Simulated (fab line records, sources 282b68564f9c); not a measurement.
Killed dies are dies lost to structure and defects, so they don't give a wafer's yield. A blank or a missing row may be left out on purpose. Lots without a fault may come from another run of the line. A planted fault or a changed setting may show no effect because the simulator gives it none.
Which tool did it? | flow rit_cmos | 14 lots, 42 wafers sampled, at 7 steps of a route of 202

WHAT THE GAUGES READ, wafer by wafer
RIT_NRETRO_OVL_MEAS_06.
lot  | measured    | on         | NRETRO_OVL (nm)
L834 | day 2 04:59 | overlay-01 | 0.0 -1.4 -1.5
L835 | day 2 10:43 | overlay-01 | 0.3 0.4 -0.6
L836 | day 2 14:51 | overlay-02 | -0.9 -0.5 -0.6
L837 | day 2 20:35 | overlay-01 | -1.0 -0.9 -0.3
L839 | day 3 07:08 | overlay-02 | -1.5 -0.1 0.0
L841 | day 3 19:45 | overlay-02 | -2.2 -2.3 -1.0
L843 | day 4 11:22 | overlay-01 | -2.0 -0.8 -0.6
L844 | day 4 11:08 | overlay-02 | -0.6 0.3 -0.6
L847 | day 4 23:28 | overlay-02 | -0.9 1.5 -0.4
L849 | day 5 09:57 | overlay-01 | -1.0 -1.3 -1.1
L850 | day 5 12:58 | overlay-01 | 1.9 3.1 0.2
L852 | day 6 00:27 | overlay-01 | -1.3 -2.0 -0.7
L854 | day 6 09:47 | overlay-01 | 0.8 0.0 0.3
L856 | day 6 20:15 | overlay-02 | -3.0 -1.3 -1.4

RIT_SDANNEAL_RS_MEAS_04: measures by four-point-probe.
lot  | measured    | on            | PSD_RS (ohm/sq)
L834 | day 3 01:20 | film_metro-03 | 115.61 115.74 115.66
L835 | day 3 07:20 | film_metro-03 | 115.45 115.33 115.56
L836 | day 3 10:53 | film_metro-01 | 116.06 115.57 115.67
L837 | day 3 18:05 | film_metro-01 | 115.69 115.61 115.64
L839 | day 4 08:57 | film_metro-01 | 115.38 115.47 115.64
L841 | day 4 17:14 | film_metro-02 | 115.58 115.56 115.51
L843 | day 5 07:02 | film_metro-01 | 115.90 115.67 115.67
L844 | day 5 09:50 | film_metro-01 | 115.44 115.55 115.55
L847 | day 5 20:07 | film_metro-03 | 93.51 93.36 93.66
L849 | day 6 05:22 | film_metro-01 | 93.98 94.01 94.03
L850 | day 6 08:52 | film_metro-01 | 115.26 115.29 115.18
L852 | day 6 20:51 | film_metro-01 | 115.44 115.58 115.88
L854 | day 7 05:16 | film_metro-02 | 115.05 115.87 115.47
L856 | day 7 17:28 | film_metro-03 | 115.04 115.40 115.12

RIT_SDANNEAL_RS_MEAS_05: measures by four-point-probe.
lot  | measured    | on            | NSD_RS (ohm/sq)
L834 | day 3 01:27 | film_metro-03 | 85.6 85.6 86.0
L835 | day 3 07:27 | film_metro-03 | 86.0 85.8 85.9
L836 | day 3 11:01 | film_metro-01 | 86.6 86.4 86.5
L837 | day 3 18:12 | film_metro-01 | 85.9 86.1 86.0
L839 | day 4 09:04 | film_metro-01 | 86.9 86.3 86.4
L841 | day 4 17:22 | film_metro-02 | 85.9 86.2 86.1
L843 | day 5 07:09 | film_metro-01 | 85.7 85.9 85.8
L844 | day 5 09:58 | film_metro-01 | 85.9 86.3 86.2
L847 | day 5 20:14 | film_metro-03 | 84.2 84.2 84.5
L849 | day 6 05:29 | film_metro-01 | 84.6 84.7 84.7
L850 | day 6 08:59 | film_metro-01 | 86.3 86.3 85.9
L852 | day 6 20:58 | film_metro-01 | 85.8 86.2 86.2
L854 | day 7 05:23 | film_metro-02 | 86.2 86.1 86.2
L856 | day 7 17:35 | film_metro-03 | 85.8 85.6 85.4

RIT_SDANNEAL_RS_MEAS_06: measures by four-point-probe.
lot  | measured    | on            | PLDD_RS (ohm/sq)
L834 | day 3 01:34 | film_metro-03 | 178.6 178.5 179.1
L835 | day 3 07:34 | film_metro-03 | 179.0 179.0 179.4
L836 | day 3 11:08 | film_metro-01 | 178.9 178.5 177.6
L837 | day 3 18:19 | film_metro-01 | 178.5 177.7 177.9
L839 | day 4 09:11 | film_metro-01 | 178.7 178.7 178.7
L841 | day 4 17:29 | film_metro-02 | 178.7 179.3 178.3
L843 | day 5 07:16 | film_metro-01 | 179.1 178.7 178.9
L844 | day 5 10:05 | film_metro-01 | 178.7 178.6 179.2
L847 | day 5 20:21 | film_metro-03 | 159.9 159.8 159.1
L849 | day 6 05:36 | film_metro-01 | 159.7 159.7 159.6
L850 | day 6 09:07 | film_metro-01 | 178.8 178.8 178.8
L852 | day 6 21:05 | film_metro-01 | 179.1 179.2 178.6
L854 | day 7 05:30 | film_metro-02 | 178.6 178.4 178.7
L856 | day 7 17:43 | film_metro-03 | 178.0 177.7 178.1

WHICH TOOL RAN EACH LOT (tool, then ch and the chambers of the sampled wafers, then the start)
lot  | RIT_NWELL_STRIP_09                  | RIT_NRETRO_STRIP_09                 | RIT_SDANNEAL_RTA_03
L834 | plasma_asher-04 ch 0,1, day 1 20:53 | plasma_asher-01 ch 0,1, day 2 05:28 | rtp_anneal-02 ch 0, day 3 01:15
L835 | plasma_asher-02 ch 0,1, day 2 02:34 | plasma_asher-03 ch 0,1, day 2 11:09 | rtp_anneal-01 ch 0, day 3 07:16
L836 | plasma_asher-04 ch 0,1, day 2 06:46 | plasma_asher-02 ch 0,1, day 2 15:17 | rtp_anneal-02 ch 0, day 3 10:49
L837 | plasma_asher-02 ch 0,1, day 2 11:55 | plasma_asher-02 ch 0,1, day 2 21:01 | rtp_anneal-01 ch 0, day 3 18:01
L839 | plasma_asher-02 ch 0, day 2 21:49   | plasma_asher-03 ch 1, day 3 07:35   | rtp_anneal-01 ch 0, day 4 08:50
L841 | plasma_asher-02 ch 0,1, day 3 08:53 | plasma_asher-03 ch 0,1, day 3 20:14 | rtp_anneal-01 ch 0, day 4 17:07
L843 | plasma_asher-03 ch 0,1, day 4 01:53 | plasma_asher-03 ch 1, day 4 11:47   | rtp_anneal-01 ch 0, day 5 06:58
L844 | plasma_asher-04 ch 0,1, day 4 02:08 | plasma_asher-01 ch 0,1, day 4 11:43 | rtp_anneal-02 ch 0, day 5 09:47
L847 | plasma_asher-03 ch 0,1, day 4 15:15 | plasma_asher-01 ch 0,1, day 4 23:56 | rtp_anneal-01 ch 0, day 5 20:02
L849 | plasma_asher-03 ch 0,1, day 5 01:58 | plasma_asher-02 ch 0,1, day 5 10:23 | rtp_anneal-01 ch 0, day 6 05:19
L850 | plasma_asher-03 ch 0,1, day 5 04:46 | plasma_asher-02 ch 0,1, day 5 13:27 | rtp_anneal-02 ch 0, day 6 08:47
L852 | plasma_asher-02 ch 0,1, day 5 16:08 | plasma_asher-03 ch 0,1, day 6 00:53 | rtp_anneal-02 ch 0, day 6 20:47
L854 | plasma_asher-04 ch 0,1, day 6 01:00 | plasma_asher-02 ch 0,1, day 6 10:13 | rtp_anneal-02 ch 0, day 7 05:12
L856 | plasma_asher-03 ch 0,1, day 6 12:11 | plasma_asher-01 ch 0,1, day 6 20:44 | rtp_anneal-02 ch 0, day 7 17:23
- RIT_NWELL_STRIP_09: strips in O2, time 180 s.
- RIT_NRETRO_STRIP_09: strips in O2, time 180 s.
- RIT_SDANNEAL_RTA_03: time 5 s.

WHAT THE TOOLS THEMSELVES READ (means of the sampled wafers that have a number; where no wafer has one, the mark that the record gives instead)
RIT_NWELL_STRIP_09.
lot  | tool            | drypump_motor_current_A (A)
L834 | plasma_asher-04 | 5.45
L835 | plasma_asher-02 | 5.41
L836 | plasma_asher-04 | 5.49
L837 | plasma_asher-02 | 5.43
L839 | plasma_asher-02 | 5.45
L841 | plasma_asher-02 | 5.41
L843 | plasma_asher-03 | 5.61
L844 | plasma_asher-04 | 5.50
L847 | plasma_asher-03 | 5.84
L849 | plasma_asher-03 | 5.86
L850 | plasma_asher-03 | 5.63
L852 | plasma_asher-02 | 5.42
L854 | plasma_asher-04 | 5.46
L856 | plasma_asher-03 | 5.62

RIT_NRETRO_STRIP_09.
lot  | tool            | drypump_motor_current_A (A)
L834 | plasma_asher-01 | 6.2
L835 | plasma_asher-03 | 5.9
L836 | plasma_asher-02 | 5.4
L837 | plasma_asher-02 | 5.4
L839 | plasma_asher-03 | 5.4
L841 | plasma_asher-03 | 5.6
L843 | plasma_asher-03 | 5.4
L844 | plasma_asher-01 | 6.2
L847 | plasma_asher-01 | 6.2
L849 | plasma_asher-02 | 5.4
L850 | plasma_asher-02 | 5.4
L852 | plasma_asher-03 | 5.6
L854 | plasma_asher-02 | 5.4
L856 | plasma_asher-01 | 6.2

RIT_SDANNEAL_RTA_03.
lot  | tool          | chamber_o2_ppm | wafer_temp_C_max
L834 | rtp_anneal-02 | 1.990          | 1053.7
L835 | rtp_anneal-01 | 1.998          | 1054.2
L836 | rtp_anneal-02 | 2.004          | 1052.7
L837 | rtp_anneal-01 | 1.994          | 1053.9
L839 | rtp_anneal-01 | 1.966          | 1053.8
L841 | rtp_anneal-01 | 2.000          | 1052.9
L843 | rtp_anneal-01 | 2.018          | 1054.8
L844 | rtp_anneal-02 | 1.996          | 1052.9
L847 | rtp_anneal-01 | 1.989          | 1087.2
L849 | rtp_anneal-01 | 1.989          | 1086.0
L850 | rtp_anneal-02 | 2.001          | 1054.5
L852 | rtp_anneal-02 | 2.006          | 1053.3
L854 | rtp_anneal-02 | 2.027          | 1054.0
L856 | rtp_anneal-02 | 2.022          | 1053.6

THE ANSWER, worked out from the rows above alone
Rule: what is usual is taken from the lots themselves. Put in order of their means at a reading, lots are off if they are a third of the lots or fewer, leave a main group of 4 or more, and stand apart from it by a gap of 3 or more times the standard deviation of the main group's means; of several such gaps the widest counts. A main group whose means are all the same, to the digits that the tables above print for the reading, isn't used. A lot without any number at a reading at which 4 lots or more have one is off too. The other lots that the step has rows for count as sound. The gauges are gone through in route order, then the tools' own readings, and for those a lot's mean is taken as printed above. The first step at which some lot is off is used, and at that step the reading that is off furthest; a lot without a number counts as furthest.
Off: L847, L849, at RIT_SDANNEAL_RS_MEAS_04 (PSD_RS). The main group: mean 115.53 ohm/sq, standard deviation 0.17.
A tool fits if, at a process step before that reading, it ran every lot that is off, and no sound lot after the first of them. The gauges at RIT_SDANNEAL_RS_MEAS_04 aren't tried: what is off there is off at RIT_SDANNEAL_RTA_03 too, on other tools, and a gauge's error can't cause that. One fits: rtp_anneal-01 at RIT_SDANNEAL_RTA_03. Its last sound lot is L843 (day 5 06:58), its first lot that is off L847 (day 5 20:02): a fault that began between those two fits.
The tool's own readings at RIT_SDANNEAL_RTA_03 bear it out: on the lots that are off they differ by more than 5 times the standard deviation of the sound lots' means. wafer_temp_C_max reads 1086.6 there against 1053.7 on the sound lots.

WHAT THE SIMULATOR HAD PUT IN
Process parameter drift: rtp_anneal-01, from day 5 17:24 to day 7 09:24, at RIT_SDANNEAL_RTA_03. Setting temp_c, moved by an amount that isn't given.
Lots struck among those shown: L847, L849. The rule above found the same.
